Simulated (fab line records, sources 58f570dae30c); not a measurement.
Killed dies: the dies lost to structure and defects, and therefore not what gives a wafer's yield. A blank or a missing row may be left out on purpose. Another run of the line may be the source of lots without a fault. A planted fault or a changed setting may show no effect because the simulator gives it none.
fab line records | flow berkeley-cmos170
[record] lots = 14 | wafers = 42 | last-day = 13
route steps=331 shown PLDD@153 SPACER@172 NSD@193 SILICIDE@214
lots with no fault: from the same line, run without faults
start-h: the number of hours between the record's first day and the start of the first shown wafer of the lot | wait-h: hours elapsed since this lot's preceding step | " as in the row above | L1.1+2: a single row standing in for several wafers | - no value present, or no start provided | * or withheld: withheld | < > ~ a bound
route shown NAME@n: NAME is a module with steps in the file, n the number in the route of the first one | usual: mean/standard deviation of fault-free wafers | same: alike in all rows | chamber/n: place in a boat | sites: per-site readings | _std_site: the standard deviation of these | _edge_site: the outer-site mean with the inner-site mean subtracted | radius-mm: how far each site lies from the wafer's centre | mask NAME#n: copy n | behind: the most recent tool/chamber to have shaped the wafer | hold: why the lot went on hold/how many hours it stayed there/how the hold came to an end | device: the transistor (n, p or np) that didn't switch | end of line: tests of these same wafers at the route's end | where a step has no rows: the recipe by itself | killed: at the first sort, the dies lost to defects and structure; wafer yield is something else | map: a wafer's dies, marking killed ones x, the rest . and places with no die _
set.NAME: setting as actually run; set.NAME@STEP: the setting as run at that earlier step | model.NAME: the simulator's own value behind a step, which no gauge read
steps of the route over a sample of lots; a table a step, a row a wafer
services: when a tool's chamber went out of use (start-h, in hours from the record's first day, below 0 if earlier), for how many hours, and the reason
[[steps]]
[step UCB170_PLDD_IMPLANT_08]
[recipe] species = BF2 | dose-cm2 = 5e+13 | energy-kev = 10 | tilt-deg = 7 | rotation-deg = 0
lot.wafer  | tool         | chamber | start-h | wait-h
L695.1+2+6 | implanter-01 | 0       | 120.66  | 0.0
L696.1+2+3 | implanter-03 | 0       | 121.30  | 0.0
L699.3+4+6 | implanter-03 | 0       | 145.29  | 0.1
L698.1+2+5 | implanter-01 | 0       | 145.49  | 0.0
L700.1+2+6 | implanter-04 | 0       | 146.05  | 0.0
L701.2+5+6 | implanter-04 | 0       | 169.97  | 0.0
L702.1+2+6 | implanter-01 | 0       | 170.24  | 0.0
L705.4+5+6 | implanter-03 | 0       | 174.43  | 0.1
L706.1+2+3 | implanter-01 | 0       | 179.56  | 0.0
L707.2+4+6 | implanter-04 | 0       | 179.91  | 0.0
L707.2+4+6 | implanter-04 | 0       | 180.23  | 0.3
L708.2+4+6 | implanter-01 | 0       | 195.91  | 0.0
L712.2+3+5 | implanter-03 | 0       | 219.09  | 0.0
L712.2+3+5 | implanter-03 | 0       | 219.40  | 0.3
L716.1+5+6 | implanter-03 | 0       | 234.61  | 0.0
L718.3+4+5 | implanter-03 | 0       | 255.02  | 0.1
[step UCB170_PLDD_TW_MEAS_11]
[usual] PLDD_TW = 1011/8.5
lot.wafer | tool          | chamber | start-h | wait-h | PLDD_TW
L695.1    | film-metro-02 | -       | 121.06  | 0.1    | 1022
L695.2    | "             | -       | "       | "      | 1014
L695.6    | "             | -       | "       | "      | 1019
L696.1    | film-metro-02 | -       | 121.70  | 0.1    | 1020
L696.2    | "             | -       | "       | "      | 1024
L696.3    | "             | -       | "       | "      | 1021
L699.3    | film-metro-03 | -       | 145.66  | 0.1    | 1005
L699.4    | "             | -       | "       | "      | 1006
L699.6    | "             | -       | "       | "      | 998
L698.1    | film-metro-03 | -       | 145.89  | 0.1    | 1005
L698.2    | "             | -       | "       | "      | 1007
L698.5    | "             | -       | "       | "      | 1004
L700.1    | film-metro-02 | -       | 146.45  | 0.1    | 1020
L700.2    | "             | -       | "       | "      | 1022
L700.6    | "             | -       | "       | "      | 1025
L701.2    | film-metro-03 | -       | 170.35  | 0.1    | 1012
L701.5    | "             | -       | "       | "      | 1013
L701.6    | "             | -       | "       | "      | 1008
L702.1    | film-metro-03 | -       | 170.64  | 0.1    | 1009
L702.2    | "             | -       | "       | "      | 1011
L702.6    | "             | -       | "       | "      | 1011
L705.4    | film-metro-01 | -       | 174.79  | 0.1    | 1007
L705.5    | "             | -       | "       | "      | 1004
L705.6    | "             | -       | "       | "      | 1003
L706.1    | film-metro-03 | -       | 179.96  | 0.1    | 1011
L706.2    | "             | -       | "       | "      | 1017
L706.3    | "             | -       | "       | "      | 1009
L707.2    | film-metro-02 | -       | 180.77  | 0.1    | 1161
L707.4    | "             | -       | "       | "      | 1160
L707.6    | "             | -       | "       | "      | 1161
L708.2    | film-metro-02 | -       | 196.30  | 0.1    | 1021
L708.4    | "             | -       | "       | "      | 1018
L708.6    | "             | -       | "       | "      | 1022
L712.2    | film-metro-02 | -       | 219.79  | 0.1    | 1149
L712.3    | "             | -       | "       | "      | 1143
L712.5    | "             | -       | "       | "      | 1145
L716.1    | film-metro-01 | -       | 235.01  | 0.1    | 996
L716.5    | "             | -       | "       | "      | 997
L716.6    | "             | -       | "       | "      | 997
L718.3    | film-metro-01 | -       | 255.39  | 0.1    | 990
L718.4    | "             | -       | "       | "      | 994
L718.5    | "             | -       | "       | "      | 994
[step UCB170_SPACER_THK_MEAS_01]
[recipe] reads = SiO2_of_SPACER_CVD_00
[usual] SPACER_TEOS_THK = 376/4.4
lot.wafer | tool          | chamber | start-h | wait-h | SPACER_TEOS_THK[nm]
L695.1    | film-metro-01 | -       | 123.62  | 0.0    | 370
L695.2    | "             | -       | "       | "      | 370
L695.6    | "             | -       | "       | "      | 378
L696.1    | film-metro-04 | -       | 124.36  | 0.0    | 377
L696.2    | "             | -       | "       | "      | 377
L696.3    | "             | -       | "       | "      | 380
L699.3    | film-metro-04 | -       | 148.55  | 0.0    | 372
L699.4    | "             | -       | "       | "      | 379
L699.6    | "             | -       | "       | "      | 376
L698.1    | film-metro-01 | -       | 148.93  | 0.0    | 376
L698.2    | "             | -       | "       | "      | 370
L698.5    | "             | -       | "       | "      | 380
L700.1    | film-metro-04 | -       | 149.26  | 0.0    | 367
L700.2    | "             | -       | "       | "      | 368
L700.6    | "             | -       | "       | "      | 377
L701.2    | film-metro-04 | -       | 172.45  | 0.0    | 369
L701.5    | "             | -       | "       | "      | 377
L701.6    | "             | -       | "       | "      | 377
L702.1    | film-metro-03 | -       | 172.71  | 0.0    | 374
L702.2    | "             | -       | "       | "      | 374
L702.6    | "             | -       | "       | "      | 376
L705.4    | film-metro-03 | -       | 177.50  | 0.0    | 381
L705.5    | "             | -       | "       | "      | 374
L705.6    | "             | -       | "       | "      | 375
L706.1    | film-metro-04 | -       | 182.04  | 0.1    | 378
L706.2    | "             | -       | "       | "      | 372
L706.3    | "             | -       | "       | "      | 375
L707.2    | film-metro-01 | -       | 183.08  | 0.0    | 370
L707.4    | "             | -       | "       | "      | 378
L707.6    | "             | -       | "       | "      | 381
L708.2    | film-metro-01 | -       | 198.81  | 0.0    | 377
L708.4    | "             | -       | "       | "      | 376
L708.6    | "             | -       | "       | "      | 383
L712.2    | film-metro-04 | -       | 222.13  | 0.0    | 373
L712.3    | "             | -       | "       | "      | 378
L712.5    | "             | -       | "       | "      | 382
L716.1    | film-metro-01 | -       | 237.10  | 0.0    | 378
L716.5    | "             | -       | "       | "      | 380
L716.6    | "             | -       | "       | "      | 379
L718.3    | film-metro-04 | -       | 258.17  | 0.0    | 376
L718.4    | "             | -       | "       | "      | 376
L718.5    | "             | -       | "       | "      | 379
[step UCB170_NSD_CD_MEAS_06]
[recipe] target-cd-nm = 1200
[usual] cd-nm = 1200.3/1.6
lot.wafer | tool      | chamber | start-h | wait-h | cd-nm
L695.1    | cd-sem-02 | -       | 134.95  | -      | 1201.7
L695.2    | "         | -       | "       | "      | 1200.3
L695.6    | "         | -       | "       | "      | 1201.3
L696.1    | cd-sem-01 | -       | 135.20  | -      | 1202.2
L696.2    | "         | -       | "       | "      | 1201.7
L696.3    | "         | -       | "       | "      | 1201.3
L699.3    | cd-sem-02 | -       | 155.31  | -      | 1201.4
L699.4    | "         | -       | "       | "      | 1201.2
L699.6    | "         | -       | "       | "      | 1200.8
L700.1    | cd-sem-01 | -       | 155.52  | -      | 1201.4
L700.2    | "         | -       | "       | "      | 1199.8
L700.6    | "         | -       | "       | "      | 1201.4
L698.1    | cd-sem-01 | -       | 155.76  | -      | 1199.8
L698.2    | "         | -       | "       | "      | 1200.0
L698.5    | "         | -       | "       | "      | 1200.0
L701.2    | cd-sem-02 | -       | 180.10  | -      | 1197.1
L701.5    | "         | -       | "       | "      | 1197.2
L701.6    | "         | -       | "       | "      | 1195.6
L702.1    | cd-sem-02 | -       | 180.20  | -      | 1197.8
L702.2    | "         | -       | "       | "      | 1198.5
L702.6    | "         | -       | "       | "      | 1197.6
L705.4    | cd-sem-02 | -       | 184.44  | -      | 1198.2
L705.5    | "         | -       | "       | "      | 1198.2
L705.6    | "         | -       | "       | "      | 1197.5
L706.1    | cd-sem-01 | -       | 190.33  | -      | 1198.2
L706.2    | "         | -       | "       | "      | 1198.6
L706.3    | "         | -       | "       | "      | 1199.9
L707.2    | cd-sem-02 | -       | 190.63  | -      | 1200.9
L707.4    | "         | -       | "       | "      | 1200.6
L707.6    | "         | -       | "       | "      | 1200.0
L708.2    | cd-sem-01 | -       | 209.34  | -      | 1200.0
L708.4    | "         | -       | "       | "      | 1199.7
L708.6    | "         | -       | "       | "      | 1200.2
L712.2    | cd-sem-01 | -       | 230.97  | -      | 1200.4
L712.3    | "         | -       | "       | "      | 1199.9
L712.5    | "         | -       | "       | "      | 1200.9
L716.1    | cd-sem-02 | -       | 248.38  | -      | 1199.4
L716.5    | "         | -       | "       | "      | 1200.9
L716.6    | "         | -       | "       | "      | 1198.9
L718.3    | cd-sem-02 | -       | 269.58  | -      | 1200.1
L718.4    | "         | -       | "       | "      | 1198.1
L718.5    | "         | -       | "       | "      | 1200.6
[step UCB170_SDANNEAL_RS_MEAS_04]
[recipe] thk-meas-gauge = four-point-probe
[usual] PLDD_RS = 1031.5/2.9
lot.wafer | tool          | chamber | start-h | wait-h | PLDD_RS[ohm/sq]
L695.1    | film-metro-03 | -       | 136.71  | 0.1    | 1036.3
L695.2    | "             | -       | "       | "      | 1034.8
L695.6    | "             | -       | "       | "      | 1035.8
L696.1    | film-metro-02 | -       | 136.96  | 0.1    | 1027.2
L696.2    | "             | -       | "       | "      | 1028.3
L696.3    | "             | -       | "       | "      | 1032.6
L699.3    | film-metro-03 | -       | 157.59  | 0.1    | 1035.0
L699.4    | "             | -       | "       | "      | 1033.7
L699.6    | "             | -       | "       | "      | 1033.2
L700.1    | film-metro-01 | -       | 157.90  | 0.1    | 1032.3
L700.2    | "             | -       | "       | "      | 1028.6
L700.6    | "             | -       | "       | "      | 1031.4
L698.1    | film-metro-03 | -       | 158.29  | 0.1    | 1029.8
L698.2    | "             | -       | "       | "      | 1026.5
L698.5    | "             | -       | "       | "      | 1030.1
L701.2    | film-metro-03 | -       | 181.84  | 0.1    | 1032.3
L701.5    | "             | -       | "       | "      | 1029.6
L701.6    | "             | -       | "       | "      | 1030.6
L702.1    | film-metro-01 | -       | 182.06  | 0.1    | 1035.2
L702.2    | "             | -       | "       | "      | 1033.9
L702.6    | "             | -       | "       | "      | 1032.3
L705.4    | film-metro-01 | -       | 186.17  | 0.1    | 1032.3
L705.5    | "             | -       | "       | "      | 1033.3
L705.6    | "             | -       | "       | "      | 1031.5
L706.1    | film-metro-01 | -       | 192.09  | 0.1    | 1032.5
L706.2    | "             | -       | "       | "      | 1028.2
L706.3    | "             | -       | "       | "      | 1035.5
L707.2    | film-metro-03 | -       | 192.58  | 0.1    | 754.8
L707.4    | "             | -       | "       | "      | 756.0
L707.6    | "             | -       | "       | "      | 756.8
L708.2    | film-metro-02 | -       | 211.08  | 0.1    | 1035.9
L708.4    | "             | -       | "       | "      | 1034.7
L708.6    | "             | -       | "       | "      | 1037.2
L712.2    | film-metro-03 | -       | 232.75  | 0.1    | 752.9
L712.3    | "             | -       | "       | "      | 754.8
L712.5    | "             | -       | "       | "      | 756.0
L716.1    | film-metro-02 | -       | 250.11  | 0.1    | 1031.6
L716.5    | "             | -       | "       | "      | 1032.2
L716.6    | "             | -       | "       | "      | 1032.6
L718.3    | film-metro-03 | -       | 274.23  | 0.1    | 1034.4
L718.4    | "             | -       | "       | "      | 1031.2
L718.5    | "             | -       | "       | "      | 1032.2
[step UCB170_SILICIDE_RTA_04]
[recipe] temp-c = 650 | time-s = 15 | ambient = N2
[usual] anneal-temp-c-max = 653.2/1.3 | lamp-power-pct = 10.8/0.42 | wafer_temp_C_max = 653.1/0.59
[same] time-s = 15
lot.wafer | tool          | chamber | start-h | wait-h | anneal-temp-c-max | lamp-power-pct | wafer_temp_C_max
L695.1    | rtp-anneal-01 | 0       | 137.22  | 0.1    | 651.8             | 11.3           | 653.0
L695.2    | "             | 0       | "       | "      | 651.4             | 11.3           | 652.9
L695.6    | "             | 0       | "       | "      | 652.0             | 11.3           | 652.4
L696.1    | rtp-anneal-02 | 0       | 137.48  | 0.1    | 653.5             | 10.4           | 653.0
L696.2    | "             | 0       | "       | "      | 653.9             | 10.4           | 652.9
L696.3    | "             | 0       | "       | "      | 653.5             | 10.4           | 652.7
L699.3    | rtp-anneal-02 | 0       | 158.09  | 0.1    | 653.1             | 10.4           | 653.7
L699.4    | "             | 0       | "       | "      | 654.6             | 10.4           | 652.9
L699.6    | "             | 0       | "       | "      | 653.4             | 10.4           | 653.2
L700.1    | rtp-anneal-01 | 0       | 158.42  | 0.1    | 651.3             | 11.3           | 652.9
L700.2    | "             | 0       | "       | "      | 652.0             | 11.3           | 653.3
L700.6    | "             | 0       | "       | "      | 651.8             | 11.3           | 653.3
L698.1    | rtp-anneal-02 | 0       | 158.81  | 0.1    | 653.2             | 10.4           | 652.6
L698.2    | "             | 0       | "       | "      | 654.3             | 10.4           | 652.9
L698.5    | "             | 0       | "       | "      | 653.9             | 10.4           | 652.7
L701.2    | rtp-anneal-01 | 0       | 182.35  | 0.1    | 652.1             | 11.3           | 653.1
L701.5    | "             | 0       | "       | "      | 652.3             | 11.3           | 654.7
L701.6    | "             | 0       | "       | "      | 651.6             | 11.3           | 653.2
L702.1    | rtp-anneal-02 | 0       | 182.58  | 0.1    | 654.0             | 10.4           | 653.1
L702.2    | "             | 0       | "       | "      | 653.6             | 10.4           | 653.5
L702.6    | "             | 0       | "       | "      | 653.9             | 10.4           | 653.2
L705.4    | rtp-anneal-01 | 0       | 186.67  | 0.1    | 653.2             | 11.3           | 653.5
L705.5    | "             | 0       | "       | "      | 651.5             | 11.3           | 652.8
L705.6    | "             | 0       | "       | "      | 651.4             | 11.3           | 653.8
L706.1    | rtp-anneal-01 | 0       | 192.61  | 0.1    | 651.7             | 11.3           | 654.0
L706.2    | "             | 0       | "       | "      | 652.3             | 11.3           | 653.3
L706.3    | "             | 0       | "       | "      | 652.0             | 11.3           | 654.2
L707.2    | rtp-anneal-02 | 0       | 193.09  | 0.1    | 655.1             | 10.4           | 653.1
L707.4    | "             | 0       | "       | "      | 654.7             | 10.4           | 652.9
L707.6    | "             | 0       | "       | "      | 654.1             | 10.4           | 652.9
L708.2    | rtp-anneal-02 | 0       | 211.59  | 0.1    | 653.9             | 10.4           | 652.6
L708.4    | "             | 0       | "       | "      | 653.6             | 10.4           | 652.8
L708.6    | "             | 0       | "       | "      | 653.7             | 10.4           | 652.9
L712.2    | rtp-anneal-02 | 0       | 233.27  | 0.1    | 654.5             | 10.4           | 652.1
L712.3    | "             | 0       | "       | "      | 653.3             | 10.4           | 652.4
L712.5    | "             | 0       | "       | "      | 655.4             | 10.4           | 652.0
L716.1    | rtp-anneal-02 | 0       | 250.62  | 0.1    | 654.2             | 10.4           | 652.9
L716.5    | "             | 0       | "       | "      | 653.5             | 10.4           | 653.2
L716.6    | "             | 0       | "       | "      | 654.0             | 10.4           | 653.6
L718.3    | rtp-anneal-02 | 0       | 274.73  | 0.1    | 654.5             | 10.4           | 653.0
L718.4    | "             | 0       | "       | "      | 653.7             | 10.4           | 653.1
L718.5    | "             | 0       | "       | "      | 653.9             | 10.4           | 652.9
[[services]]
tool          | chamber | start-h | hours | kind
implanter-01  | -       | 101.93  | 1.3   | repair
implanter-04  | -       | 150.84  | 2.9   | repair
implanter-01  | -       | 202.15  | 1.3   | repair
rtp-anneal-01 | -       | 212.17  | 3.4   | pm
implanter-01  | -       | 236.79  | 4.6   | pm
implanter-01  | -       | 252.74  | 1.4   | repair
[[key]]
[first-sign] step = UCB170_PLDD_IMPLANT_08 | reading = visit | direction = added
[effect] step = UCB170_PLDD_TW_MEAS_11 | reading = PLDD_TW | direction = up | sigmas = 17 | usual = 1011 | struck = 1153
[effect] step = UCB170_SDANNEAL_RS_MEAS_04 | reading = PLDD_RS | direction = down | sigmas = 97 | usual = 1031.5 | struck = 755.2
met-at UCB170_PLDD_IMPLANT_08
struck-lots L707,L712
tester-left-out L707,L712
not-acting-at UCB170_SPACER_THK_MEAS_01,UCB170_NSD_CD_MEAS_06,UCB170_SILICIDE_RTA_04
[fault] kind = repeated-step-whole | tool = implanter-01,implanter-03,implanter-04 | chamber = - | onset-h = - | steps = UCB170_PLDD_IMPLANT_08 | times = 1 | scope = struck-lots-only
// tester-left-out: of these lots the tester's yield and bins aren't shown, on N5 and GAA mostly nor the transistor test; their killed dies are dies lost to structure and defects alone, not to doping, threshold or leakage, so they don't give the yield
